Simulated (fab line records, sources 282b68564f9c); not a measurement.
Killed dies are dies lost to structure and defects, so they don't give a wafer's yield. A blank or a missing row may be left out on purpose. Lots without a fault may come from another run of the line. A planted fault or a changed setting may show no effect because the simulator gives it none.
fab line records | flow rit_cmos
record lots=6 wafers=18 last_day=7
route steps=202 shown REOX@100 NLDD@103 PLDD@114 SPACER@125
lots that met no fault: from a run of the same line without faults
start_h: hours from the record's first day to the start of the lot's first wafer shown | wait_h: hours since the lot's step before | " the same as in the row above | L1.1+2: a row that stands for several wafers | - no value, or no start given | * or withheld: withheld | < > ~ a bound
route shown NAME@n: a module of which the file shows steps, and the number in the route of the first | usual: mean/standard deviation of fault-free wafers | same: alike in all rows | chamber/n: place in a boat | sites: the reading at each site | _std_site: their standard deviation | _edge_site: outer sites' mean less inner sites' | radius_mm: how far each site lies from the wafer's centre | mask NAME#n: copy n | behind: the tool/chamber that last shaped the wafer | hold: why the lot was held/for how many hours/how that ended | device: the transistor (n, p or np) that didn't switch | end of line: the same wafers' tests at the end of the route | a step without rows: its recipe alone | killed: dies lost to structure and defects at the first sort, not the wafer's yield | map: a wafer's dies, x killed, . not, _ none there
set.NAME: the setting as run; set.NAME@STEP: as run at that earlier step | model.NAME: the simulator's own value behind a step, which no gauge read
lots at some steps of the route; a table a step, a row a wafer
services: from which hour (start_h, from the record's first day; less than 0 if before it) a tool's chamber was out of use, for how many hours, and why
## steps
# step RIT_REOX_CLEAN_02
# recipe chemistry=SC2 mix=3:3:50 time_s=600 temp_c=75 dry=n2_spin
# step RIT_REOX_OXIDATION_03
# recipe temp_c=900 ambient=O2 target_thk_a=252 ox_time_s=5580
# step RIT_REOX_THK_MEAS_04
# recipe reads=SiO2_of_REOX_OXIDATION_03
# usual REOX_OXIDE_THK=24.9/0.4
# columns lot.wafer tool chamber start_h wait_h REOX_OXIDE_THK[nm]
L759.2 film_metro-01 - 57.12 0.0 25.2
L759.3 " - " " 25.0
L759.5 " - " " 24.4
L760.3 film_metro-04 - 61.21 0.0 25.4
L760.4 " - " " 25.4
L760.5 " - " " 25.1
L771.3 film_metro-01 - 116.32 0.0 25.8
L771.4 " - " " 25.5
L771.5 " - " " 25.7
L772.1 film_metro-03 - 119.69 0.0 25.2
L772.4 " - " " 25.2
L772.6 " - " " 24.9
L778.1 film_metro-01 - 150.24 0.0 24.7
L778.4 " - " " 24.5
L778.5 " - " " 24.7
L779.1 film_metro-04 - 156.00 0.0 24.0
L779.3 " - " " 24.7
L779.5 " - " " 24.4
# step RIT_NLDD_HMDS_00
# recipe prime_time_s=60 prime_temp_c=140
# step RIT_NLDD_COAT_01
# recipe resist=NOVOLAK spin_rpm=3250 resist_thk_nm=1000
# step RIT_NLDD_SOFTBAKE_02
# recipe resist=NOVOLAK temp_c=90 time_s=60
# step RIT_NLDD_EXPOSE_03
# recipe mask_id=M7 na=0.57 target_cd_nm=40700 dose_mj=250
# step RIT_NLDD_PEB_04
# recipe resist=NOVOLAK temp_c=withheld time_s=withheld
# step RIT_NLDD_DEVELOP_05
# recipe resist=NOVOLAK develop_time_s=50 dev_temp_c=23
# step RIT_NLDD_OVL_MEAS_06
# usual NLDD_OVL=0.6/1.6
# columns lot.wafer tool chamber start_h wait_h NLDD_OVL[nm]
L759.2 overlay-01 - 58.24 - 2.1
L759.3 " - " " 0.5
L759.5 " - " " 1.8
L760.3 overlay-01 - 62.11 - -0.7
L760.4 " - " " -1.4
L760.5 " - " " -1.4
L771.3 overlay-02 - 117.23 - 1.7
L771.4 " - " " 2.2
L771.5 " - " " 0.3
L772.1 overlay-02 - 120.91 - 0.1
L772.4 " - " " 0.4
L772.6 " - " " -1.3
L778.1 overlay-02 - 151.41 - -1.9
L778.4 " - " " -3.1
L778.5 " - " " -0.6
L779.1 overlay-01 - 156.91 - 0.3
L779.3 " - " " 0.5
L779.5 " - " " 0.9
# step RIT_NLDD_HARDBAKE_07
# recipe resist=NOVOLAK temp_c=140 time_s=60
# step RIT_NLDD_IMPLANT_08
# recipe species=P energy_kev=20.13 dose_cm2=5e+14 tilt_deg=7
# step RIT_NLDD_STRIP_09
# recipe chemistry=O2 time_s=180 resist=NOVOLAK platen_temp_c=withheld power_w=500 pressure_mtorr=4000 o2_flow_sccm=4000
# usual chamber_pressure_mTorr=4000/4 drypump_motor_current_A=5.5/0.37
# columns lot.wafer tool chamber start_h wait_h chamber_pressure_mTorr drypump_motor_current_A rf_hours_counter_h model.NOVOLAK_of_NLDD_COAT_01.thk_nm
L759.2 plasma_asher-04 1 58.57 0.1 4001 5.6 42 0
L759.3 " 1 " " 4000 5.5 - 0
L759.5 " 0 " " 4004 5.8 - 0
L760.3 plasma_asher-03 1 62.50 0.1 4005 5.7 - 0
L760.4 " 0 " " 4000 4.8 - 0
L760.5 " 1 " " 4004 5.7 - 0
L771.3 plasma_asher-03 1 117.67 0.1 - - - 885.1
L771.4 " 0 " " - - - 886.6
L771.5 " 1 " " - - - 886.1
L772.1 plasma_asher-04 1 121.25 0.1 - - - 886.7
L772.4 " 1 " " - - - 885
L772.6 " 0 " " - - - 885.6
L778.1 plasma_asher-04 1 151.85 0.1 4002 5.5 4 0
L778.4 " 1 " " 4000 5.5 - 0
L778.5 " 1 " " 3996 5.5 - 0
L779.1 plasma_asher-02 0 157.25 0.1 4003 5.3 53 0
L779.3 " 1 " " 3997 5.7 - 0
L779.5 " 1 " " 3997 5.7 - 0
# step RIT_NLDD_TW_MEAS_10
# usual NLDD_TW=2477/23
# columns lot.wafer tool chamber start_h wait_h NLDD_TW
L759.2 film_metro-01 - 58.76 0.1 2499
L759.3 " - " " 2494
L759.5 " - " " 2498
L760.3 film_metro-03 - 62.63 0.1 2452
L760.4 " - " " 2468
L760.5 " - " " 2464
L771.3 film_metro-01 - 117.81 0.1 2508
L771.4 " - " " 2491
L771.5 " - " " 2513
L772.1 film_metro-02 - 121.42 0.1 2478
L772.4 " - " " 2471
L772.6 " - " " 2468
L778.1 film_metro-02 - 152.03 0.1 2476
L778.4 " - " " 2471
L778.5 " - " " 2462
L779.1 film_metro-02 - 157.42 0.1 2474
L779.3 " - " " 2447
L779.5 " - " " 2473
# step RIT_PLDD_HMDS_00
# recipe prime_time_s=60 prime_temp_c=140
# step RIT_PLDD_COAT_01
# recipe resist=NOVOLAK spin_rpm=3250 resist_thk_nm=1000
# step RIT_PLDD_SOFTBAKE_02
# recipe resist=NOVOLAK temp_c=90 time_s=60
# step RIT_PLDD_EXPOSE_03
# recipe mask_id=M8 na=0.57 target_cd_nm=40900 dose_mj=250
# step RIT_PLDD_PEB_04
# recipe resist=NOVOLAK temp_c=withheld time_s=withheld
# step RIT_PLDD_DEVELOP_05
# recipe resist=NOVOLAK develop_time_s=50 dev_temp_c=23
# step RIT_PLDD_OVL_MEAS_06
# usual PLDD_OVL=-0.4/1.4
# columns lot.wafer tool chamber start_h wait_h PLDD_OVL[nm]
L759.2 overlay-02 - 59.69 - -1.5
L759.3 " - " " -2.7
L759.5 " - " " -3.1
L760.3 overlay-02 - 63.54 - -3.6
L760.4 " - " " -2.4
L760.5 " - " " -3.5
L771.3 overlay-02 - 118.71 - -2.7
L771.4 " - " " -0.9
L771.5 " - " " -1.3
L772.1 overlay-02 - 122.33 - 0.7
L772.4 " - " " -1.6
L772.6 " - " " -0.4
L778.1 overlay-02 - 153.06 - -0.5
L778.4 " - " " -0.5
L778.5 " - " " 0.2
L779.1 overlay-01 - 158.46 - 0.2
L779.3 " - " " -0.7
L779.5 " - " " -1.0
# step RIT_PLDD_HARDBAKE_07
# recipe resist=NOVOLAK temp_c=140 time_s=60
# step RIT_PLDD_IMPLANT_08
# recipe species=BF2 energy_kev=20 dose_cm2=9e+14 tilt_deg=7
# step RIT_PLDD_STRIP_09
# recipe chemistry=O2 time_s=180 resist=NOVOLAK platen_temp_c=withheld power_w=500 pressure_mtorr=4000 o2_flow_sccm=4000
# usual chamber_pressure_mTorr=4000/3.7 drypump_motor_current_A=5.4/0.46
# columns lot.wafer tool chamber start_h wait_h chamber_pressure_mTorr drypump_motor_current_A rf_hours_counter_h
L759.2 plasma_asher-01 0 60.02 0.1 4001 4.8 27
L759.3 " 1 " " 3998 5.9 -
L759.5 " 0 " " 4001 4.8 -
L760.3 plasma_asher-04 1 63.92 0.1 4000 5.5 -
L760.4 " 0 " " 3999 5.8 -
L760.5 " 0 " " 4004 5.7 -
L771.3 plasma_asher-04 0 119.09 0.1 4001 5.8 -
L771.4 " 1 " " 3998 5.5 -
L771.5 " 1 " " 3999 5.5 -
L772.1 plasma_asher-01 0 122.67 0.1 3985 4.8 32
L772.4 " 0 " " 4006 4.8 -
L772.6 " 1 " " 3999 5.9 -
L778.1 plasma_asher-03 0 153.40 0.1 3992 4.8 53
L778.4 " 1 " " 4002 5.7 -
L778.5 " 1 " " 3995 5.7 -
L779.1 plasma_asher-03 1 158.79 0.1 4002 5.7 54
L779.3 " 1 " " 3995 5.7 -
L779.5 " 1 " " 3999 5.7 -
# step RIT_PLDD_TW_MEAS_10
# usual PLDD_TW=2335/22
# columns lot.wafer tool chamber start_h wait_h PLDD_TW
L759.2 film_metro-01 - 60.21 0.1 2358
L759.3 " - " " 2346
L759.5 " - " " 2346
L760.3 film_metro-03 - 64.05 0.1 2305
L760.4 " - " " 2299
L760.5 " - " " 2309
L771.3 film_metro-01 - 119.23 0.1 30
L771.4 " - " " 30
L771.5 " - " " 30
L772.1 film_metro-02 - 122.84 0.1 30
L772.4 " - " " 30
L772.6 " - " " 30
L778.1 film_metro-01 - 153.58 0.1 2355
L778.4 " - " " 2357
L778.5 " - " " 2368
L779.1 film_metro-02 - 158.97 0.1 2308
L779.3 " - " " 2314
L779.5 " - " " 2320
# step RIT_SPACER_CLEAN_00
# recipe chemistry=SC1 mix=3:3:50 time_s=574.3 temp_c=75
## services
# columns tool chamber start_h hours kind
plasma_asher-04 - 54.47 2.2 repair
plasma_asher-01 - 70.32 15.6 pm
plasma_asher-04 - 108.75 9.0 pm
plasma_asher-04 0 108.75 9.0 vent_cycle
plasma_asher-04 1 108.75 9.0 vent_cycle
plasma_asher-04 0 117.75 - clean
plasma_asher-04 1 117.75 - clean
plasma_asher-02 - 122.05 2.1 repair
## key
first_sign step=RIT_NLDD_STRIP_09 reading=tool_record direction=missing
effect step=RIT_PLDD_TW_MEAS_10 reading=PLDD_TW direction=down sigmas=99+ usual=2335 struck=30
model_effect step=RIT_NLDD_STRIP_09 value=NOVOLAK_of_NLDD_COAT_01.thk_nm without=0 struck=885.8
met_at RIT_NLDD_STRIP_09
struck_wafers L771.3,L771.4,L771.5,L772.1,L772.4,L772.6
later_rows_left_out L771.3,L771.4,L771.5,L772.1,L772.4,L772.6
sort_left_out L771.3,L771.4,L771.5,L772.1,L772.4,L772.6
tester_left_out L771,L772
onset_between 62.50 117.67
fault kind=skipped_step_whole tool=plasma_asher-03,plasma_asher-04 chamber=- onset_h=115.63 steps=RIT_NLDD_STRIP_09 scope=struck_lots_only
# tester_left_out: of these lots the tester's yield and bins aren't shown, on N5 and GAA mostly nor the transistor test; their killed dies are dies lost to structure and defects alone, not to doping, threshold or leakage, so they don't give the yield
# sort_left_out: the simulated sort isn't trusted on such a fault, so these wafers' sort isn't shown, and their yield isn't known
# later_rows_left_out: the simulator's readings of these wafers behind a module that went badly wrong aren't trusted and aren't shown, but for the sort
